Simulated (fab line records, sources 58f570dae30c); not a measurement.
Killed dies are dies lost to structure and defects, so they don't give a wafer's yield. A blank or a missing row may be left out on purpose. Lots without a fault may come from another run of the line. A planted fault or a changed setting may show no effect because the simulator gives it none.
Which tool did it? | flow berkeley_cmos170 | 14 lots, 42 wafers sampled, at 2 steps of a route of 331

WHAT THE GAUGES READ, wafer by wafer
UCB170_M1_CD_MEAS_90: target cd 700 nm. Usual: cd_nm 700.0 nm, standard deviation 1.7.
lot  | measured     | on        | cd_nm (nm)        | flag
L110 | day 7 05:01  | cd_sem-01 | 701.1 700.1 704.4 |
L112 | day 7 20:10  | cd_sem-01 | 698.2 700.2 700.1 |
L115 | day 8 12:58  | cd_sem-01 | 697.9 700.1 699.5 |
L114 | day 8 13:49  | cd_sem-01 | 700.3 702.7 702.0 |
L117 | day 8 22:23  | cd_sem-01 | 698.0 698.2 698.4 |
L118 | day 9 05:50  | cd_sem-01 | 699.5 699.5 701.0 |
L119 | day 9 06:38  | cd_sem-01 | 701.2 700.9 698.3 |
L122 | day 9 18:36  | cd_sem-01 | 701.0 701.1 699.6 |
L120 | day 9 19:14  | cd_sem-01 | 701.3 699.1 700.2 |
L123 | day 9 19:34  | cd_sem-01 | 701.2 699.1 700.7 |
L121 | day 9 20:23  | cd_sem-01 | 702.1 701.4 701.9 |
L127 | day 10 11:17 | cd_sem-02 | 701.2 699.3 698.7 |
L129 | day 11 12:31 | cd_sem-01 | 714.0 711.6 713.1 | OFF
L131 | day 11 14:18 | cd_sem-02 | 713.7 713.2 714.7 | OFF

WHICH TOOL RAN EACH LOT (tool, then ch and the chambers of the sampled wafers, then the start)
lot  | UCB170_M1_METAL_ETCH_12
L110 | rie_metal-01 ch 0,1, day 7 04:46
L112 | rie_metal-01 ch 0,1, day 7 19:53
L115 | rie_metal-04 ch 1, day 8 12:43
L114 | rie_metal-02 ch 0,1, day 8 13:34
L117 | rie_metal-02 ch 0,1, day 8 22:10
L118 | rie_metal-01 ch 0,1, day 9 05:32
L119 | rie_metal-04 ch 1, day 9 06:07
L122 | rie_metal-02 ch 0,1, day 9 18:17
L120 | rie_metal-01 ch 0,1, day 9 18:54
L123 | rie_metal-02 ch 0,1, day 9 19:20
L121 | rie_metal-04 ch 1, day 9 19:57
L127 | rie_metal-01 ch 0,1, day 10 11:04
L129 | rie_metal-02 ch 0,1, day 11 12:17
L131 | rie_metal-02 ch 0,1, day 11 14:03
- UCB170_M1_METAL_ETCH_12: etches Al in Cl2/BCl3, stops on PSG, target depth 780 nm, time 130 s.

WHAT THE TOOLS THEMSELVES READ (means of the sampled wafers that have a number; where no wafer has one, the mark that the record gives instead)
UCB170_M1_METAL_ETCH_12. Usual: drypump_motor_current_A 5.30 A, standard deviation 0.24; oes_product_au 0.863 a.u., standard deviation 0.015; rf_fwd_power_W 597.2 W, standard deviation 1.9; throttle_valve_pct 24.38 %, standard deviation 0.14.
lot  | tool         | drypump_motor_current_A (A) | oes_product_au (a.u.) | rf_fwd_power_W (W) | throttle_valve_pct (%) | flag
L110 | rie_metal-01 | 5.26                        | 0.851                 | 600.2              | 24.46                  |
L112 | rie_metal-01 | 5.23                        | 0.859                 | 598.2              | 24.45                  |
L115 | rie_metal-04 | 5.76                        | 0.887                 | 593.6              | 24.28                  |
L114 | rie_metal-02 | 5.34                        | 0.863                 | 598.1              | 24.40                  |
L117 | rie_metal-02 | 5.21                        | 0.883                 | 598.3              | 24.34                  |
L118 | rie_metal-01 | 5.16                        | 0.850                 | 597.7              | 24.36                  |
L119 | rie_metal-04 | 5.77                        | 0.897                 | 595.6              | 24.28                  |
L122 | rie_metal-02 | 5.19                        | 0.876                 | 597.9              | 24.34                  |
L120 | rie_metal-01 | 5.14                        | 0.849                 | 595.6              | 24.35                  |
L123 | rie_metal-02 | 5.22                        | 0.868                 | 595.7              | 24.35                  |
L121 | rie_metal-04 | 5.74                        | 0.890                 | 595.7              | 24.29                  |
L127 | rie_metal-01 | 5.23                        | 0.846                 | 596.9              | 24.46                  |
L129 | rie_metal-02 | 5.22                        | 0.790                 | 359.0              | 24.39                  | OFF
L131 | rie_metal-02 | 5.34                        | 0.790                 | 358.9              | 24.44                  | OFF

THE ANSWER, worked out from the rows above alone
Rule: a lot is off if the mean of its wafers that have a number lies more than 3 standard deviations from the usual mean. A lot without any number at a reading at which 4 lots or more have one is off too. The other lots that the step has rows for count as sound. The gauges are gone through in route order, then the tools' own readings, and for those a lot's mean is taken as printed above. The first step at which some lot is off is used, and at that step the reading that is off furthest; a lot without a number counts as furthest.
Off: L129, L131, at UCB170_M1_CD_MEAS_90 (cd_nm).
A tool fits if, at a process step before that reading, it ran every lot that is off, and no sound lot after the first of them. The gauges at UCB170_M1_CD_MEAS_90 aren't tried: what is off there is off at UCB170_M1_METAL_ETCH_12 too, on other tools, and a gauge's error can't cause that. One fits: rie_metal-02 at UCB170_M1_METAL_ETCH_12. Its last sound lot is L123 (day 9 19:20), its first lot that is off L129 (day 11 12:17): a fault that began between those two fits.
The tool's own readings at UCB170_M1_METAL_ETCH_12 bear it out: on the lots that are off they differ by more than 5 times the standard deviation of the sound lots' means. rf_fwd_power_W reads 358.9 W there against 597.0 W on the sound lots.

WHAT THE SIMULATOR HAD PUT IN
Process parameter drift: rie_metal-02, from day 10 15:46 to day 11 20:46, at UCB170_M1_METAL_ETCH_12. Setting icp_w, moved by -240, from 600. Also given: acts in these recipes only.
Lots struck among those shown: L129, L131. The rule above found the same.
